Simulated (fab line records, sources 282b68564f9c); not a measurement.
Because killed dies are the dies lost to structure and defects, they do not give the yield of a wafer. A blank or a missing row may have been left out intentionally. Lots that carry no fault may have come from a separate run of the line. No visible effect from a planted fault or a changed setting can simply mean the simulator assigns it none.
Which of the tools did it? :: flow rit cmos :: Sampling: 8 lots, 24 wafers, 2 of 202 route steps

== WHAT THE GAUGES SHOWED, per wafer ==
RIT_GATE_OVL_MEAS_17.
lot: L247
measured: day 3 04:08
on: overlay-01
GATE_OVL (nm): -3.3 -2.3 0.8

lot: L249
measured: day 3 13:54
on: overlay-01
GATE_OVL (nm): -0.4 -0.8 -1.3

lot: L251
measured: day 4 01:13
on: overlay-01
GATE_OVL (nm): 0.7 1.7 0.2

lot: L254
measured: day 4 15:37
on: overlay-01
GATE_OVL (nm): -2.3 -2.1 -1.4

lot: L256
measured: day 5 01:17
on: overlay-02
GATE_OVL (nm): -1.6 -0.8 0.9

lot: L259
measured: day 5 14:42
on: overlay-01
GATE_OVL (nm): 129.6 129.5 127.3

lot: L262
measured: day 6 06:04
on: overlay-02
GATE_OVL (nm): 128.3 130.1 129.0

lot: L268
measured: day 7 12:37
on: overlay-02
GATE_OVL (nm): -0.3 -0.6 -0.9

== WHICH TOOL RAN EACH LOT (tool, then ch and the chambers of the sampled wafers, then the start) ==
lot: L247
RIT_GATE_EXPOSE_13: iline stepper-02 ch 0, day 3 03:40

lot: L249
RIT_GATE_EXPOSE_13: iline stepper-01 ch 0, day 3 13:16

lot: L251
RIT_GATE_EXPOSE_13: iline stepper-02 ch 0, day 4 00:41

lot: L254
RIT_GATE_EXPOSE_13: iline stepper-01 ch 0, day 4 15:05

lot: L256
RIT_GATE_EXPOSE_13: iline stepper-02 ch 0, day 5 00:48

lot: L259
RIT_GATE_EXPOSE_13: iline stepper-01 ch 0, day 5 14:11

lot: L262
RIT_GATE_EXPOSE_13: iline stepper-01 ch 0, day 6 05:32

lot: L268
RIT_GATE_EXPOSE_13: iline stepper-02 ch 0, day 7 12:06
- RIT_GATE_EXPOSE_13: exposes mask M6, target cd 150 nm.

== THE ANSWER, worked out from the rows above alone ==
Rule: the usual values come from the lots themselves. The widest of any qualifying gaps counts: lots, ordered by their means at a reading, are off when they make up no more than a third of the lots, leave a main group of 4 or more, and stand apart from it by 3 or more times the standard deviation of that group's means. If all means in a main group match to the digits the tables above print for the reading, that group is not used. Also off: a lot with no number at a reading for which 4 or more lots have one. The other lots that the step has rows for count as sound.
Off: L259, L262, at RIT_GATE_OVL_MEAS_17 (GATE_OVL). For the main group the mean is -0.8 nm and the standard deviation 0.9.
If a tool, at a process step before that reading, ran all the lots that are off and no sound lot after the first of them, it fits. Gauges at RIT_GATE_OVL_MEAS_17: tried the same way as those tools. One candidate fits, namely iline stepper-01 at RIT_GATE_EXPOSE_13. Its last sound lot is L254 (day 4 15:05), its first lot that is off L259 (day 5 14:11): a fault that began between those two fits.

== WHAT WAS PUT IN BY THE SIMULATOR ==
Scanner matching overlay: iline stepper-01, from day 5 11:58 on, at RIT_GATE_EXPOSE_13. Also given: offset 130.
Lots struck among those shown: L259, L262. The rule above reached the same finding.
